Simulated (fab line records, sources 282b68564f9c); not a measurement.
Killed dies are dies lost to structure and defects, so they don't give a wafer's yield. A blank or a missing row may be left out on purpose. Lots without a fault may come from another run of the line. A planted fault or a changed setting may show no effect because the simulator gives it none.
Which tool did it? | flow rit_cmos | 14 lots, 42 wafers sampled, at 4 steps of a route of 202

WHAT THE GAUGES READ, wafer by wafer
RIT_CONTACT_CD_MEAS_90: target cd 1000 nm. Usual: cd_nm 998.7 nm, standard deviation 2.4.
lot  | measured    | on        | cd_nm (nm)           | flag
L155 | day 3 05:44 | cd_sem-01 | 998.0 998.6 996.3    |
L156 | day 3 09:58 | cd_sem-01 | 997.7 999.5 1000.5   |
L159 | day 4 01:25 | cd_sem-02 | 1000.1 1001.7 999.0  |
L162 | day 4 18:04 | cd_sem-02 | 998.7 999.3 999.2    |
L167 | day 5 22:23 | cd_sem-02 | - - -                | OFF
L169 | day 6 03:32 | cd_sem-02 | 992.6 990.7 993.5    |
L168 | day 6 04:16 | cd_sem-02 | - - -                | OFF
L170 | day 6 12:11 | cd_sem-02 | 1000.4 998.2 1002.6  |
L171 | day 6 12:55 | cd_sem-01 | 996.0 999.2 997.2    |
L173 | day 6 23:14 | cd_sem-02 | 999.8 999.5 997.8    |
L174 | day 7 04:17 | cd_sem-02 | 1003.0 1002.3 1003.5 |
L175 | day 7 07:52 | cd_sem-01 | 999.8 1000.7 1000.3  |
L176 | day 7 13:55 | cd_sem-02 | 998.7 996.5 998.0    |
L177 | day 7 19:15 | cd_sem-02 | 999.6 1000.2 999.4   |

RIT_M1_RS_MEAS_01: measures by four-point-probe. Usual: M1_AL_RS 0.0731 ohm/sq, standard deviation 0.00093.
lot  | measured    | on            | M1_AL_RS (ohm/sq)    | flag
L155 | day 3 06:29 | film_metro-01 | 0.0717 0.0714 0.0734 |
L156 | day 3 10:44 | film_metro-03 | 0.0733 0.0738 0.0731 |
L159 | day 4 02:11 | film_metro-02 | 0.0737 0.0731 0.0714 |
L162 | day 4 18:51 | film_metro-02 | 0.0746 0.0735 0.0739 |
L169 | day 6 04:19 | film_metro-03 | 0.0709 0.0728 0.0718 |
L170 | day 6 12:57 | film_metro-03 | 0.0731 0.0736 0.0724 |
L171 | day 6 13:41 | film_metro-03 | 0.0731 0.0735 0.0743 |
L173 | day 7 00:00 | film_metro-01 | 0.0750 0.0748 0.0725 |
L174 | day 7 05:04 | film_metro-03 | 0.0748 0.0738 0.0737 |
L175 | day 7 08:38 | film_metro-03 | 0.0740 0.0725 0.0727 |
L176 | day 7 14:41 | film_metro-02 | 0.0735 0.0738 0.0741 |
L177 | day 7 20:02 | film_metro-02 | 0.0739 0.0728 0.0720 |

WHICH TOOL RAN EACH LOT (tool, then ch and the chambers of the sampled wafers, then the start)
lot  | RIT_NLDD_STRIP_09                   | RIT_CONTACT_ETCH_11
L155 | plasma_asher-01 ch 0,1, day 2 18:51 | rie_diel-01 ch 0,1,3, day 3 05:22
L156 | plasma_asher-04 ch 0,1, day 2 23:19 | rie_diel-02 ch 0,1,3, day 3 09:36
L159 | plasma_asher-01 ch 0,1, day 3 14:37 | rie_diel-02 ch 0,1,3, day 4 01:03
L162 | plasma_asher-03 ch 1, day 4 07:14   | rie_diel-02 ch 0,1,3, day 4 17:40
L167 | plasma_asher-04 ch 0,1, day 5 10:42 | rie_diel-02 ch 0,1,2, day 5 22:01
L169 | plasma_asher-04 ch 0,1, day 5 16:33 | rie_diel-04 ch 0,1,2, day 6 03:10
L168 | plasma_asher-03 ch 0,1, day 5 16:57 | rie_diel-02 ch 0,1,2, day 6 03:54
L170 | plasma_asher-04 ch 0,1, day 6 00:59 | rie_diel-01 ch 0,2, day 6 11:49
L171 | plasma_asher-03 ch 0,1, day 6 02:09 | rie_diel-04 ch 0,2,3, day 6 12:31
L173 | plasma_asher-03 ch 0,1, day 6 12:43 | rie_diel-01 ch 0,1, day 6 22:51
L174 | plasma_asher-04 ch 0,1, day 6 17:27 | rie_diel-02 ch 0,1, day 7 03:52
L175 | plasma_asher-03 ch 0,1, day 6 21:16 | rie_diel-04 ch 1,2, day 7 07:30
L176 | plasma_asher-01 ch 0,1, day 7 03:36 | rie_diel-04 ch 2,3, day 7 13:32
L177 | plasma_asher-04 ch 0,1, day 7 07:48 | rie_diel-02 ch 0,1,3, day 7 18:52
- RIT_NLDD_STRIP_09: strips in O2, time 180 s.
- RIT_CONTACT_ETCH_11: etches SiO2 in CHF3/CF4/Ar, stops on TiSi2, target depth 480 nm, time 320 s.

WHAT THE TOOLS THEMSELVES READ (means of the sampled wafers that have a number; where no wafer has one, the mark that the record gives instead)
RIT_NLDD_STRIP_09. Usual: drypump_motor_current_A 6.1 A, standard deviation 0.48; o2_flow_sccm 4000 sccm, standard deviation 12.
lot  | tool            | drypump_motor_current_A (A) | o2_flow_sccm (sccm) | flag
L155 | plasma_asher-01 | 6.1                         | 3997                |
L156 | plasma_asher-04 | 6.4                         | 3992                |
L159 | plasma_asher-01 | 6.0                         | 4006                |
L162 | plasma_asher-03 | 6.3                         | 3999                |
L167 | plasma_asher-04 | 6.4                         | 4001                |
L169 | plasma_asher-04 | 6.4                         | 4001                |
L168 | plasma_asher-03 | 6.2                         | 4006                |
L170 | plasma_asher-04 | 5.9                         | 4007                |
L171 | plasma_asher-03 | 6.0                         | 4016                |
L173 | plasma_asher-03 | 6.2                         | 3986                |
L174 | plasma_asher-04 | 6.4                         | 4000                |
L175 | plasma_asher-03 | 6.2                         | 4014                |
L176 | plasma_asher-01 | 6.0                         | 3997                |
L177 | plasma_asher-04 | 6.3                         | 4005                |

RIT_CONTACT_ETCH_11. Usual: CHF3_flow_sccm 49.98 sccm, standard deviation 0.14; O2_flow_sccm 4.999 sccm, standard deviation 0.016; drypump_motor_current_A 5.7 A, standard deviation 0.39; oes_product_au 0.983 a.u., standard deviation 0.015; throttle_valve_pct 8.90 %, standard deviation 0.12.
lot  | tool        | CHF3_flow_sccm (sccm) | O2_flow_sccm (sccm) | drypump_motor_current_A (A) | oes_product_au (a.u.) | throttle_valve_pct (%) | flag
L155 | rie_diel-01 | 50.10                 | 4.989               | 5.7                         | 0.987                 | 9.04                   |
L156 | rie_diel-02 | 50.12                 | 4.991               | 5.7                         | 0.989                 | 8.95                   |
L159 | rie_diel-02 | 49.91                 | 5.006               | 5.7                         | 0.986                 | 8.96                   |
L162 | rie_diel-02 | 49.86                 | 4.991               | 5.7                         | 0.985                 | 8.95                   |
L167 | rie_diel-02 | -                     | -                   | -                           | -                     | -                      | OFF
L169 | rie_diel-04 | 50.02                 | 5.007               | 5.7                         | 0.991                 | 8.84                   |
L168 | rie_diel-02 | -                     | -                   | -                           | -                     | -                      | OFF
L170 | rie_diel-01 | 50.08                 | 4.990               | 5.9                         | 0.988                 | 8.78                   |
L171 | rie_diel-04 | 49.99                 | 5.007               | 5.6                         | 0.976                 | 8.82                   |
L173 | rie_diel-01 | 50.08                 | 4.994               | 6.0                         | 0.979                 | 9.06                   |
L174 | rie_diel-02 | 49.91                 | 4.993               | 5.8                         | 0.998                 | 8.97                   |
L175 | rie_diel-04 | 49.84                 | 5.014               | 5.8                         | 0.990                 | 8.91                   |
L176 | rie_diel-04 | 50.15                 | 4.998               | 5.6                         | 0.977                 | 8.88                   |
L177 | rie_diel-02 | 50.01                 | 5.005               | 5.7                         | 0.986                 | 8.95                   |

THE ANSWER, worked out from the rows above alone
Rule: a lot is off if the mean of its wafers that have a number lies more than 3 standard deviations from the usual mean. A lot without any number at a reading at which 4 lots or more have one is off too. The other lots that the step has rows for count as sound. The gauges are gone through in route order, then the tools' own readings, and for those a lot's mean is taken as printed above. The first step at which some lot is off is used, and at that step the reading that is off furthest; a lot without a number counts as furthest.
Off: L167, L168, at RIT_CONTACT_CD_MEAS_90 (cd_nm). Without a number there: L167, L168.
A tool fits if, at a process step before that reading, it ran every lot that is off, and no sound lot after the first of them. The gauges at RIT_CONTACT_CD_MEAS_90 aren't tried: what is off there is off at RIT_CONTACT_ETCH_11 too, on other tools, and a gauge's error can't cause that. None of those tried fits.

WHAT THE SIMULATOR HAD PUT IN
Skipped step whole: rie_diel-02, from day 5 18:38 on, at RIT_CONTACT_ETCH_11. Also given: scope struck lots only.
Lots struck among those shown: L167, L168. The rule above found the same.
